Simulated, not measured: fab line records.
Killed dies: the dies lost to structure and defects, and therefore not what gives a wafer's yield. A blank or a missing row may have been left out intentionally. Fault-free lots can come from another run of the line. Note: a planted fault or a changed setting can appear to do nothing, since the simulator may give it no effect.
Which of the tools did it?    flow rit-cmos    8 lots with 24 wafers sampled at 2 steps, on a route of 202 steps

WHAT EACH GAUGE READ, for each wafer
RIT_PRETRO_OVL_MEAS_06.
lot   measured     on          PRETRO_OVL (nm)
L951  day 2 17:27  overlay-01  -1.0 -0.6 0.0
L953  day 3 02:01  overlay-01  -1.5 0.3 -0.9
L955  day 3 08:16  overlay-02  -0.1 0.2 -0.3
L962  day 4 20:41  overlay-01  2.4 4.5 3.2
L964  day 5 07:50  overlay-01  -2.4 -1.1 -3.1
L967  day 5 23:55  overlay-01  128.1 128.8 129.2
L969  day 6 14:44  overlay-01  128.6 129.1 129.2
L971  day 6 21:19  overlay-02  132.8 131.5 129.9

EACH LOT AND THE TOOL THAT RAN IT (in order: tool; ch and the chambers of the sampled wafers; start)
lot   RIT_PRETRO_EXPOSE_03
L951  iline-stepper-02 ch 0, day 2 17:02
L953  iline-stepper-01 ch 0, day 3 01:35
L955  iline-stepper-02 ch 0, day 3 07:50
L962  iline-stepper-02 ch 0, day 4 20:16
L964  iline-stepper-01 ch 0, day 5 07:26
L967  iline-stepper-01 ch 0, day 5 23:31
L969  iline-stepper-01 ch 0, day 6 14:18
L971  iline-stepper-01 ch 0, day 6 20:55
- RIT_PRETRO_EXPOSE_03: exposes mask M5, target cd 43700 nm.

THE ANSWER, worked out from the rows above alone
Rule: usual is defined by the lots themselves. The widest of any qualifying gaps counts: lots, ordered by their means at a reading, are off when they make up no more than a third of the lots, leave a main group of 4 or more, and stand apart from it by 3 or more times the standard deviation of that group's means. If all means in a main group match to the digits the tables above print for the reading, that group is not used. Also off: a lot with no number at a reading for which 4 or more lots have one. Where the step has rows for the other lots, those lots are counted as sound.
None of the lots is off at any reading shown; this tells nothing.

WHAT THE SIMULATOR HAD PUT IN
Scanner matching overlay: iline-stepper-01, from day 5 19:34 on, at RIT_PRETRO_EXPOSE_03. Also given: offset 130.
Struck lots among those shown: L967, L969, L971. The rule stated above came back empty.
